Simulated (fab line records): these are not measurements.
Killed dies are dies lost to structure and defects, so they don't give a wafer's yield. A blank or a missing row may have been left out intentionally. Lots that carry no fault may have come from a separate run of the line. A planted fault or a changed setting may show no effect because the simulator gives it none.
8D (eight disciplines) problem report, filled in by code :: flow berkeley_cmos170 :: the parts of the form that need people (team, actions taken, sign-off) are left out

1. PROBLEM STATEMENT
cd_nm at UCB170_M2_CD_MEAS_90 reads a mean of 682.5 nm on 6 wafers of 2 lots; wafers without a fault read 701.1 nm with a standard deviation of 3. Measured from the usual mean, that is -6.2 standard deviations.
The step: target cd 700 nm.
First seen on wafer L707.1, day 11 19:46, on cd_sem-01. The record holds 42 wafers of 14 lots with a number at this step. Rule for "out", or "out of limits": more than 4 standard deviations from the usual mean. The rest of the wafers with a number are treated as sound.

2. WHAT THIS IS AND IS NOT
question: which readings at this step
is: cd_nm
is not: -

question: which lots
is: L705, L707
is not: L691, L692, L693, L694, L695, L696, L697, L699, L700, L701, L702, L714

question: which wafers of those lots
is: all that have a number
is not: -

question: read on which gauges
is: cd_sem-01, cd_sem-02
is not: -

question: when
is: from day 11 19:46
is not: up to then (33 sound wafers); but 3 sound wafers of L714 came after

3. THE SUSPECTS, EACH WITH WHAT RULES IT OUT
Counting: a tool stays on the suspect list if, at a process step up to the reading, it processed all lots that are out and no sound lot following the first of them.
- the gauge at UCB170_M2_CD_MEAS_90: ruled out. The wafers that are out were read on 2 gauges (cd_sem-01, cd_sem-02).
- rie_diel-04 at UCB170_V1_ETCH_14 (etches SiO2 in CHF3/CF4/Ar, stops on Al, target depth 1250 nm, time 291 s): kept. It ran every lot that is out, first L707 (day 11 16:40), and no sound lot after that; its last sound lot up to then is L700 (day 10 19:36).
- rie_metal-04 at UCB170_M2_METAL_ETCH_18 (etches Al in Cl2/BCl3, stops on SiO2, target depth 1170 nm, time 195 s): kept. It ran every lot that is out, first L707 (day 11 19:17), and no sound lot after that; its last sound lot up to then is L701 (day 10 22:37). Its own rf_fwd_power_W readings are out on those wafers.
What counting leaves: rie_diel-04 at UCB170_V1_ETCH_14 and rie_metal-04 at UCB170_M2_METAL_ETCH_18.

4. THE CAUSE (what the simulator had put in)
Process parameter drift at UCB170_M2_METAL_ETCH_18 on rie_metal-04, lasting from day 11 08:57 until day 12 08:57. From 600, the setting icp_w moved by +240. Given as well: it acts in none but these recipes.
After counting, 2 suspects remain, this tool included.

5. SEQUENCE OF EFFECTS, ordered by route
Rows list readings where the struck wafers' mean (over those with a number) sits beyond 3 standard deviations from the usual. Scope: only readings with a usual standard deviation given in the record; hours: median across lots of the time from each lot's start at the first step in this table that gives one to its start at this step; sigmas: change in usual standard deviations.
hours: 0
step: UCB170_M2_METAL_ETCH_18
reading: rf_fwd_power_W
usual: 598.0 W
on struck wafers: 837.9
change: +239.9
sigmas: +99 or more

hours: 0
step: UCB170_M2_STRIP_19
reading: oes_product_au
usual: 0.548 a.u.
on struck wafers: 0.315
change: -0.233
sigmas: -16

hours: 0
step: UCB170_M2_CD_MEAS_90
reading: cd_nm
usual: 701.1 nm
on struck wafers: 682.5
change: -18.6
sigmas: -6.2
It contains these process steps:
- UCB170_M2_METAL_ETCH_18: etches Al in Cl2/BCl3, stops on SiO2, target depth 1170 nm, time 195 s.
- UCB170_M2_STRIP_19: strips in O2.

6. WHAT WOULD HAVE CAUGHT IT SOONER
In this record the first reading out of limits at a measuring or inspecting step was taken at day 11 19:46, 11 hours after the fault began at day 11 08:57.
The tool's own readings at UCB170_M2_METAL_ETCH_18 were out on every struck wafer that the step has a row for (rf_fwd_power_W): an alarm limit on them would have fired on the first of those.
Lots out: 2; of these, L705 started UCB170_M2_METAL_ETCH_18 on rie_metal-04 after day 11 19:46. Holding the tool at that time would have saved it.
